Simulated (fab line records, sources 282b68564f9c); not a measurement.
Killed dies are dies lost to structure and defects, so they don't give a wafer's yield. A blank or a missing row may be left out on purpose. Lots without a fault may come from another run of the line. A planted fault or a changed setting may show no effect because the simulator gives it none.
fab line records | flow rit_cmos
record lots=6 wafers=18 last_day=7
route steps=202 shown PLDD@124 SPACER@125 NSD@131 M1@202
lots that met no fault: from a run of the same line without faults
start_h: hours from the record's first day to the start of the lot's first wafer shown | wait_h: hours since the lot's step before | " the same as in the row above | L1.1+2: a row that stands for several wafers | - no value, or no start given | * or withheld: withheld | < > ~ a bound
route shown NAME@n: a module of which the file shows steps, and the number in the route of the first | usual: mean/standard deviation of fault-free wafers | same: alike in all rows | chamber/n: place in a boat | sites: the reading at each site | _std_site: their standard deviation | _edge_site: outer sites' mean less inner sites' | radius_mm: how far each site lies from the wafer's centre | mask NAME#n: copy n | behind: the tool/chamber that last shaped the wafer | hold: why the lot was held/for how many hours/how that ended | device: the transistor (n, p or np) that didn't switch | end of line: the same wafers' tests at the end of the route | a step without rows: its recipe alone | killed: dies lost to structure and defects at the first sort, not the wafer's yield | map: a wafer's dies, x killed, . not, _ none there
set.NAME: the setting as run; set.NAME@STEP: as run at that earlier step | model.NAME: the simulator's own value behind a step, which no gauge read
lots at some steps of the route; a table a step, a row a wafer
services: from which hour (start_h, from the record's first day; less than 0 if before it) a tool's chamber was out of use, for how many hours, and why
## steps
# step RIT_PLDD_TW_MEAS_10
# usual PLDD_TW=2333/13
# columns lot.wafer tool chamber start_h wait_h PLDD_TW
L808.2 film_metro-02 - 65.94 0.1 2333
L808.4 " - " " 2343
L808.5 " - " " 2336
L811.3 film_metro-04 - 87.41 0.1 2332
L811.4 " - " " 2328
L811.6 " - " " 2317
L815.2 film_metro-01 - 112.97 0.1 2332
L815.3 " - " " 2339
L815.4 " - " " 2330
L821.2 film_metro-01 - 140.63 0.1 2326
L821.4 " - " " 2321
L821.6 " - " " 2327
L824.1 film_metro-02 - 158.02 0.1 2351
L824.3 " - " " 2341
L824.4 " - " " 2353
L826.1 film_metro-01 - 164.43 0.1 2329
L826.2 " - " " 2331
L826.3 " - " " 2312
# step RIT_SPACER_CLEAN_00
# recipe chemistry=SC1 mix=3:3:50 time_s=600 temp_c=75
# step RIT_SPACER_CLEAN_01
# recipe chemistry=dHF dilution=50:1 time_s=30
# step RIT_SPACER_CLEAN_02
# recipe chemistry=SC2 mix=3:3:50 time_s=600 temp_c=75 dry=n2_spin
# step RIT_SPACER_CVD_03
# recipe material=Si3N4 target_thk_nm=250 temp_c=810 precursor=SiH2Cl2/NH3 time_s=3300 pressure_mtorr=308.2 sih2cl2_flow_sccm=60 nh3_flow_sccm=150
# step RIT_SPACER_THK_MEAS_04
# recipe reads=Si3N4_of_SPACER_CVD_03
# usual SPACER_NITRIDE_THK=251.2/2.7
# columns lot.wafer tool chamber start_h wait_h SPACER_NITRIDE_THK[nm]
L808.2 film_metro-03 - 68.30 0.0 252.0
L808.4 " - " " 251.9
L808.5 " - " " 251.3
L811.3 film_metro-04 - 89.76 0.0 251.8
L811.4 " - " " 251.7
L811.6 " - " " 251.9
L815.2 film_metro-02 - 115.32 0.0 251.7
L815.3 " - " " 254.6
L815.4 " - " " 253.8
L821.2 film_metro-02 - 142.98 0.0 254.8
L821.4 " - " " 254.6
L821.6 " - " " 255.1
L824.1 film_metro-04 - 160.45 0.0 248.5
L824.3 " - " " 247.8
L824.4 " - " " 248.5
L826.1 film_metro-03 - 168.40 0.0 251.5
L826.2 " - " " 251.0
L826.3 " - " " 250.9
# step RIT_SPACER_ETCHBACK_05
# recipe target_depth_a=2500 SF6_flow_sccm=30 CHF3_flow_sccm=30 target=Si3N4 chemistry=SF6/CHF3 pressure_mtorr=40 rf_w=250 time_s=240 stop_on=SiO2
# usual drypump_motor_current_A=5.8/0.4 oes_product_au=0.842/0.013 throttle_valve_pct=10.26/0.11
# columns lot.wafer tool chamber start_h wait_h drypump_motor_current_A oes_product_au rf_hours_counter_h throttle_valve_pct
L808.2 rie_diel-02 1 68.35 0.0 6.5 0.843 1 10.08
L808.4 " 1 " " 6.4 0.834 - 10.09
L808.5 " 3 " " 5.3 0.834 - 10.11
L811.3 rie_diel-02 0 89.80 0.0 5.9 0.850 8 10.41
L811.4 " 1 " " 6.5 0.841 1 10.09
L811.6 " 0 " " 5.9 0.848 - 10.41
L815.2 rie_diel-03 0 115.37 0.0 6.2 0.853 110 10.27
L815.3 " 1 " " 5.7 0.848 125 10.22
L815.4 " 3 " " 6.0 0.846 109 10.18
L821.2 rie_diel-04 3 143.03 0.0 5.6 0.835 9 10.37
L821.4 " 0 " " 5.7 0.845 56 10.37
L821.6 " 3 " " 5.6 0.829 - 10.36
L824.1 rie_diel-03 0 160.51 0.1 6.2 0.839 111 10.26
L824.3 " 3 " " 5.9 0.835 111 10.18
L824.4 " 2 " " 6.3 0.820 2 10.28
L826.1 rie_diel-02 1 168.46 0.1 6.4 0.840 3 10.09
L826.2 " 0 " " 5.9 0.848 9 10.41
L826.3 " 3 " " 5.3 0.828 15 10.10
# step RIT_NSD_HMDS_00
# recipe prime_time_s=60 prime_temp_c=140
# step RIT_NSD_COAT_01
# recipe resist=NOVOLAK spin_rpm=3250 resist_thk_nm=1000
# step RIT_NSD_SOFTBAKE_02
# recipe resist=NOVOLAK temp_c=90 time_s=60
# step RIT_NSD_EXPOSE_03
# recipe mask_id=M9 na=0.57 target_cd_nm=40700 dose_mj=250
# step RIT_NSD_PEB_04
# recipe resist=NOVOLAK temp_c=withheld time_s=withheld
# step RIT_NSD_DEVELOP_05
# recipe resist=NOVOLAK develop_time_s=50 dev_temp_c=23
# usual developer_temp_C=23.00/0.11
# columns lot.wafer tool chamber start_h wait_h developer_temp_C
L808.2 litho_track-03 0 69 - 23.21
L808.4 " 0 " " 23.07
L808.5 " 0 " " 23.05
L811.3 litho_track-02 0 90 - 23.07
L811.4 " 0 " " 22.98
L811.6 " 0 " " 23.08
L815.2 litho_track-03 0 116 - 22.13
L815.3 " 0 " " 22.12
L815.4 " 0 " " 22.05
L821.2 litho_track-03 0 144 - 21.92
L821.4 " 0 " " 22.07
L821.6 " 0 " " 22.03
L824.1 litho_track-02 0 161 - 23.15
L824.3 " 0 " " 23.26
L824.4 " 0 " " 23.12
L826.1 litho_track-04 0 169 - 23.13
L826.2 " 0 " " 22.93
L826.3 " 0 " " 23.19
# step RIT_NSD_OVL_MEAS_06
# usual NSD_OVL=-1.0/1.3
# columns lot.wafer tool chamber start_h wait_h NSD_OVL[nm]
L808.2 overlay-01 - 69.54 - 0.4
L808.4 " - " " 0.5
L808.5 " - " " -0.1
L811.3 overlay-01 - 90.81 - -1.7
L811.4 " - " " -2.4
L811.6 " - " " -1.7
L815.2 overlay-01 - 116.37 - -1.3
L815.3 " - " " 0.3
L815.4 " - " " -0.5
L821.2 overlay-01 - 144.32 - -1.0
L821.4 " - " " -1.5
L821.6 " - " " -0.8
L824.1 overlay-01 - 161.55 - -3.1
L824.3 " - " " -1.5
L824.4 " - " " -2.1
L826.1 overlay-02 - 169.46 - -1.0
L826.2 " - " " -0.4
L826.3 " - " " -3.1
# step RIT_M1_PROBE_99
# usual killed_at_M0_to_M3=0.0/0.12 killed_at_contacts=0.1/0.23 killed_at_front_end=6.6/2.9 killed_dies=6.7/3 killed_open=3.5/2.1 killed_short=3.2/1.8
# same gross_dies=264 killed_at_M4_up=0 killed_at_back_side=0 killed_at_other=0
# columns lot.wafer tool chamber start_h wait_h killed_at_M0_to_M3 killed_at_contacts killed_at_front_end killed_dies killed_open killed_short
L808.2 prober-01 - 79.56 0.1 0 0 14 14 9 5
L808.4 prober-01 - 79.66 0.2 0 0 10 10 6 4
L808.5 prober-01 - 79.71 0.2 0 0 9 9 9 0
L811.3 prober-02 - 100.93 0.2 0 0 10 10 7 3
L811.4 prober-02 - 100.98 0.2 0 1 8 9 4 5
L811.6 prober-02 - 101.08 0.2 0 0 10 10 5 5
L815.2 prober-01 - 126.90 0.1 0 0 4 4 1 3
L815.3 prober-01 - 126.95 0.2 0 0 8 8 4 4
L815.4 prober-01 - 127.00 0.2 1 0 6 7 4 3
L821.2 prober-01 - 155.82 0.1 0 0 8 8 4 4
L821.4 prober-01 - 155.92 0.2 0 0 6 6 4 2
L821.6 prober-01 - 156.02 0.2 0 0 6 6 5 1
L824.1 prober-01 - 172.66 0.1 0 0 6 6 2 4
L824.3 prober-01 - 172.76 0.2 0 0 6 6 3 3
L824.4 prober-01 - 172.81 0.2 0 0 0 0 0 0
L826.1 prober-01 - 179.83 0.1 0 0 7 7 3 4
L826.2 prober-01 - 179.88 0.1 0 0 1 1 1 0
L826.3 prober-01 - 179.93 0.2 0 0 8 8 6 2
# killed by level:class
L808.2 GATE:geometric_particle:open=3 SPACER:geometric_particle:open=3 SILICIDE:geometric_particle:open=3 REOX:geometric_particle:short=2 FOX1:geometric_particle:short=1 GATE:geometric_particle:short=1 SILICIDE:geometric_particle:short=1
L808.4 FOX1:geometric_particle:open=3 GATE:geometric_particle:open=2 SILICIDE:geometric_particle:short=2 FOX1:geometric_particle:short=1 SPACER:geometric_particle:short=1 SILICIDE:geometric_particle:open=1
L808.5 SILICIDE:geometric_particle:open=3 FOX2:geometric_particle:open=2 REOX:geometric_particle:open=2 GATE:geometric_particle:open=1 SPACER:geometric_particle:open=1
L811.3 REOX:geometric_particle:open=3 GATE:geometric_particle:short=2 SILICIDE:geometric_particle:open=2 FOX2:geometric_particle:open=1 REOX:geometric_particle:short=1 SPACER:geometric_particle:open=1
L811.4 FOX1:geometric_particle:open=2 SILICIDE:geometric_particle:short=2 FOX1:geometric_particle:short=1 FOX2:geometric_particle:short=1 GATE:geometric_particle:open=1 REOX:geometric_particle:open=1 CONTACT:geometric_particle:short=1
L811.6 REOX:geometric_particle:open=2 REOX:geometric_particle:short=2 FOX1:geometric_particle:short=1 FOX2:geometric_particle:open=1 GATE:geometric_particle:open=1 GATE:geometric_particle:short=1 SPACER:geometric_particle:open=1 SILICIDE:geometric_particle:short=1
L815.2 GATE:geometric_particle:short=3 GATE:geometric_particle:open=1
L815.3 GATE:geometric_particle:open=2 REOX:geometric_particle:open=2 FOX2:geometric_particle:short=1 GATE:geometric_particle:short=1 REOX:geometric_particle:short=1 SILICIDE:geometric_particle:short=1
L815.4 GATE:geometric_particle:open=3 FOX2:geometric_particle:short=1 GATE:geometric_particle:short=1 REOX:geometric_particle:open=1 M1:geometric_particle:short=1
L821.2 GATE:geometric_particle:short=4 GATE:geometric_particle:open=4
L821.4 GATE:geometric_particle:open=3 FOX1:geometric_particle:open=1 FOX2:geometric_particle:short=1 GATE:geometric_particle:short=1
L821.6 SPACER:geometric_particle:open=4 GATE:geometric_particle:open=1 GATE:geometric_particle:short=1
L824.1 FOX1:geometric_particle:open=2 FOX1:geometric_particle:short=2 REOX:geometric_particle:short=2
L824.3 FOX1:geometric_particle:short=2 FOX1:geometric_particle:open=1 GATE:geometric_particle:open=1 REOX:geometric_particle:open=1 SILICIDE:geometric_particle:short=1
L824.4
L826.1 FOX1:geometric_particle:short=1 FOX1:geometric_particle:open=1 FOX2:geometric_particle:short=1 GATE:geometric_particle:open=1 SPACER:geometric_particle:open=1 SPACER:geometric_particle:short=1 SILICIDE:geometric_particle:short=1
L826.2 SPACER:geometric_particle:open=1
L826.3 GATE:geometric_particle:open=3 FOX1:geometric_particle:open=1 FOX2:geometric_particle:short=1 GATE:geometric_particle:short=1 SPACER:geometric_particle:open=1 SILICIDE:geometric_particle:open=1
## services
# columns tool chamber start_h hours kind
rie_diel-03 2 51.93 - clean
rie_diel-03 2 51.93 17.4 scheduled_down
rie_diel-03 2 51.93 17.4 vent_cycle
rie_diel-02 - 53.37 0.7 repair
rie_diel-02 - 60.12 2.8 pm
rie_diel-02 2 66.32 9.4 repair
rie_diel-03 2 81.55 8.1 repair
rie_diel-04 - 90.44 2.9 repair
rie_diel-03 1 104.77 2.6 repair
rie_diel-02 - 124.78 0.1 repair
rie_diel-03 1 134.34 5.9 repair
rie_diel-04 3 147.36 4.4 repair
rie_diel-02 2 159.42 1.4 repair
rie_diel-03 2 161.99 16.0 repair
## key
first_sign step=RIT_NSD_DEVELOP_05 reading=developer_temp_C direction=down sigmas=8.8 usual=* struck=*
effect none on later readings
met_at RIT_NSD_DEVELOP_05
struck_wafers L815.2,L815.3,L815.4,L821.2,L821.4,L821.6
tester_left_out L815,L821
onset_between 69 116
fault kind=process_parameter_drift tool=litho_track-03 chamber=- onset_h=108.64 steps=RIT_NSD_DEVELOP_05 channel=dev_temp_c offset=* shape=step end_h=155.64 acts_in=* stated=*
# tester_left_out: of these lots the tester's yield and bins aren't shown, on N5 and GAA mostly nor the transistor test; their killed dies are dies lost to structure and defects alone, not to doping, threshold or leakage, so they don't give the yield
